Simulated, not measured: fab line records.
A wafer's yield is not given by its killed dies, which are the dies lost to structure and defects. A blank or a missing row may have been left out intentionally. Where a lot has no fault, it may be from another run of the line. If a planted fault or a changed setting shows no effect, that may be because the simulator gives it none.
Code-filled problem report in 8D (eight disciplines) form    flow berkeley cmos170    the parts of the form that need people (team, actions taken, sign-off) are left out

1. THE ISSUE
heater power total W at UCB170_ACTIVE_SOFTBAKE_09 reads a mean of 58.09 W on 6 wafers of 2 lots; wafers without a fault read 56.80 W with a standard deviation of 0.044. Relative to the usual mean, that is a shift of +29 standard deviations.
The step: time 60 s.
First observed at day 8 01:05: wafer L589.1, on litho track-02. The record holds 42 wafers of 14 lots with a number at this step. Rule for "out", or "out of limits": more than 4 standard deviations from the usual mean. The other wafers with a number count as sound.

2. WHAT IT IS, WHAT IT ISN'T
question                     is                                  is not
which readings at this step  heater power total W, run length s  -
which lots                   L589, L594                          L574, L575, L576, L579, L580, L581, L584, L585, L587, L590, L591, L597
which wafers of those lots   all that have a number              -
read on which tools          litho track-02                      litho track-01, litho track-04
when                         from day 8 01:05                    up to then (33 sound wafers); but 3 sound wafers of L597 came after

3. WHAT RULES OUT EACH SUSPECT
Counting: a tool at any process step up to the reading remains a suspect when it ran all the lots that are out and ran no sound lot after the first of those.
- litho track-02 at UCB170_ACTIVE_SOFTBAKE_09 (time 60 s): kept. Every lot that is out went through it, starting with L589 (day 8 01:05), and after that it ran no sound lot; the last sound lot it ran before then is L591 (day 8 00:38). Out on those wafers are its own readings of heater power total W, run length s.
The count leaves litho track-02 at UCB170_ACTIVE_SOFTBAKE_09.

4. THE CAUSE (what the simulator had put in)
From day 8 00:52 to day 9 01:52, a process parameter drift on litho track-02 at UCB170_ACTIVE_SOFTBAKE_09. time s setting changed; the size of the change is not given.
Counting left only this tool.

5. SEQUENCE OF EFFECTS, ordered by route
Each row: a reading whose mean over the struck wafers that have a number lies more than 3 standard deviations from the usual. Scope: only readings with a usual standard deviation given in the record; hours: median across lots of the time from each lot's start at the first step in this table that gives one to its start at this step; sigmas: change in usual standard deviations.
hours  step                       reading               usual    on struck wafers  change  sigmas
0      UCB170_ACTIVE_SOFTBAKE_09  heater power total W  56.80 W  58.09             +1.29   +29
0      UCB170_ACTIVE_SOFTBAKE_09  run length s          89.20 s  85.11             -4.09   -29
The process steps in it:
- UCB170_ACTIVE_SOFTBAKE_09: time 60 s.

6. WHAT WOULD HAVE CAUGHT IT SOONER
In this record no reading fell out of limits until day 8 01:05, 0 hours after the fault had begun at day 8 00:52.
